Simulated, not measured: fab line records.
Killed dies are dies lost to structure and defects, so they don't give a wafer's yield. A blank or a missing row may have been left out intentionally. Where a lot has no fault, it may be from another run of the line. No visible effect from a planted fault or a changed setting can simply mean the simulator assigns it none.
A struck lot beside a sound one || flow berkeley_cmos170 || 15 steps out of a route of 331
Sound: these wafers, L611.2, L611.3, L611.5. The struck wafers were L619.2, L619.4, L619.5. The cause comes at the end.
Each step with rows lists, per side, the tool, then ch with its chambers, then its first start. Under that, the readings that differ: sound wafers || struck wafers || difference of the means || sigmas: that difference in standard deviations of wafers without a fault.
alike: words and numbers the same on both sides, and readings whose means are apart by under 2 such deviations; not compared: readings that were withheld, readings missing a value for some wafer, numbers with overlapping values and no deviation given by the record, and bounds like >300 which may hide the same value.
The two part at a step that has a row with sigmas, a row that says differs or no value, or rows on one side only. Numbers that have no deviation but don't overlap get no sigmas and don't part them. Lack of a reading on every wafer of one side parts them only where that side has two or more wafers.

UCB170_GATE_ETCH_15: etches poly-Si in HBr/Cl2, stops on SiO2, time 56.3 s, target depth 278.2 nm.
  sound on rie_si-02 ch 0,1, day 9 23:19; struck on rie_si-02 ch 1,2, day 11 04:35
  alike: bias_w, drypump_motor_current_A, oes_product_au, throttle_valve_pct
  not compared: rf_hours_counter_h
UCB170_GATE_STRIP_16: strips in O2.
  sound on plasma_asher-04 ch 0,1, day 9 23:22; struck on plasma_asher-01 ch 0,1, day 11 04:38
  alike: drypump_motor_current_A, oes_product_au
  not compared: rf_hours_counter_h
UCB170_GATE_CD_MEAS_90: the cd target is 350 nm.
  sound on cd_sem-01, day 9 23:32; struck on cd_sem-01, day 11 04:45
  alike: cd_nm
then, 7 steps without rows for these wafers: UCB170_GATE_CLEAN_17 (cleans in SPM, time 600 s); UCB170_PLDD_HMDS_00 (prime time 60 s); UCB170_PLDD_COAT_01 (resist thk 900 nm); UCB170_PLDD_SOFTBAKE_02 (time 60 s); UCB170_PLDD_EXPOSE_03 (exposes mask PSELECT, target cd 1200 nm); UCB170_PLDD_PEB_04; UCB170_PLDD_DEVELOP_05 (develop time 45 s).
UCB170_PLDD_CD_MEAS_06: the cd target is 1200 nm.
  sound on cd_sem-02, day 10 01:28; struck on cd_sem-02, day 11 07:37
  alike: cd_nm
UCB170_PLDD_OVL_MEAS_07:
  sound on overlay-01, day 10 01:34; struck on overlay-01, day 11 07:43
  alike: PLDD_OVL
UCB170_PLDD_IMPLANT_08:
  sound on implanter-01 ch 0, day 10 01:38; struck on implanter-02 ch 0, day 11 07:46
{"reading": "beam_energy_keV", "sound": "10.000 9.998 9.999", "struck": "9.662 9.665 9.655", "difference": -0.338, "sigmas": "-99 or more"}
{"reading": "model.implant.drp_nm (nm)", "sound": "6.005 6.005 6.005", "struck": "5.864 5.864 5.864", "difference": -0.141, "sigmas": ""}
then, 2 steps without rows for these wafers: UCB170_PLDD_IMPLANT_09; UCB170_M3_PROBE_99.

WHERE THEY PART
Only at UCB170_PLDD_IMPLANT_08, as far as this record shows.

WHY: whatever the simulator had introduced
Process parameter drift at UCB170_PLDD_IMPLANT_08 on implanter-02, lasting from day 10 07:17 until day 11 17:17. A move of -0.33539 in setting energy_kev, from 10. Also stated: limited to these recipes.
